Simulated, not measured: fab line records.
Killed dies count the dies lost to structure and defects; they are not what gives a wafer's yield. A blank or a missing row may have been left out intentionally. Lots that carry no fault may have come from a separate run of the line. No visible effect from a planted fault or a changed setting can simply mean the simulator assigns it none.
A single fault, viewed from 2 desks :: flow berkeleyCmos170 :: each desk holds nothing but its own numbers, with what lay behind them at the end

THE TOOL OWNER'S DESK: rtpAnneal-02
Per lot that ran on this tool, the mean of the sampled wafers carrying a number, from the tool's own readings at UCB170_CONTACT_RTA_08 (time 10 s). If a lot's mean is further than 4 standard deviations from the usual mean, the lot is out of limits and carries the mark OUT (the distance appears in the brackets).
Columns: A = lampPowerPct at UCB170_CONTACT_RTA_08, usual 27.0 %; B = wafer_temp_C_max at UCB170_CONTACT_RTA_08, usual 903.9
lot: L706
first seen here: day 9 03:52
A: 28.6
B: 903.9

lot: L712
first seen here: day 10 10:41
A: 28.6
B: 903.4

lot: L717
first seen here: day 11 13:31
A: 28.6
B: 904.1

lot: L719
first seen here: day 11 20:49
A: 28.6
B: 904.0
This desk's finding: nothing out of limits on any of the 4 lots.

AT THE METROLOGY DESK
What the gauges read, lot by lot, whatever tool the lot ran on: means of the sampled wafers that have a number. If a lot's mean is further than 4 standard deviations from the usual mean, the lot is out of limits and carries the mark OUT (the distance appears in the brackets). Readings shown: 7 of its 11, picked as those furthest out on some lot.
Columns: A = SILICIDE_TI_RS at UCB170_SILICIDE_RS_MEAS_02, usual 25.72 ohm/sq; B = SILICIDE_TI_THK at UCB170_SILICIDE_THK_MEAS_03, usual 29.92 nm; C = CONTACT_PSG_THK at UCB170_CONTACT_THK_MEAS_02, usual 703 nm; D = M1_AL_RS at UCB170_M1_RS_MEAS_01, usual 0.0483 ohm/sq; E = M1_AL_THK at UCB170_M1_THK_MEAS_02, usual 602 nm; F = cdNm at UCB170_M1_CD_MEAS_09, usual 700.4 nm; G = cdNm at UCB170_M1_CD_MEAS_90, usual 700.9 nm
lot: L706
first seen here: day 8 23:34
A: 26.19
B: 29.54
C: 707
D: 0.0481
E: 607
F: 700.4
G: 702.2

lot: L712
first seen here: day 10 07:07
A: 25.82
B: 29.73
C: 697
D: 0.0481
E: 610
F: 700.2
G: 702.1

lot: L717
first seen here: day 11 10:29
A: 25.51
B: 30.12
C: 705
D: 0.0481
E: 608
F: 699.8
G: 701.5

lot: L719
first seen here: day 11 16:50
A: 25.82
B: 29.80
C: 713
D: 0.0476
E: 612
F: 702.9
G: 700.3

lot: L720
first seen here: day 11 17:11
A: 25.27
B: 30.46
C: 699
D: 0.0483
E: 602
F: 700.8
G: 699.6

lot: L727
first seen here: day 13 05:44
A: 25.54
B: 30.19
C: 703
D: 0.0486
E: 599
F: 699.2
G: 698.0
This desk's finding: nothing out of limits on any of the 6 lots.

PUT TOGETHER
Nothing out of limits was seen by the tool owner's desk.
At the metrology desk, nothing out of limits was observed.

WHAT HAD BEEN PUT IN BY THE SIMULATOR
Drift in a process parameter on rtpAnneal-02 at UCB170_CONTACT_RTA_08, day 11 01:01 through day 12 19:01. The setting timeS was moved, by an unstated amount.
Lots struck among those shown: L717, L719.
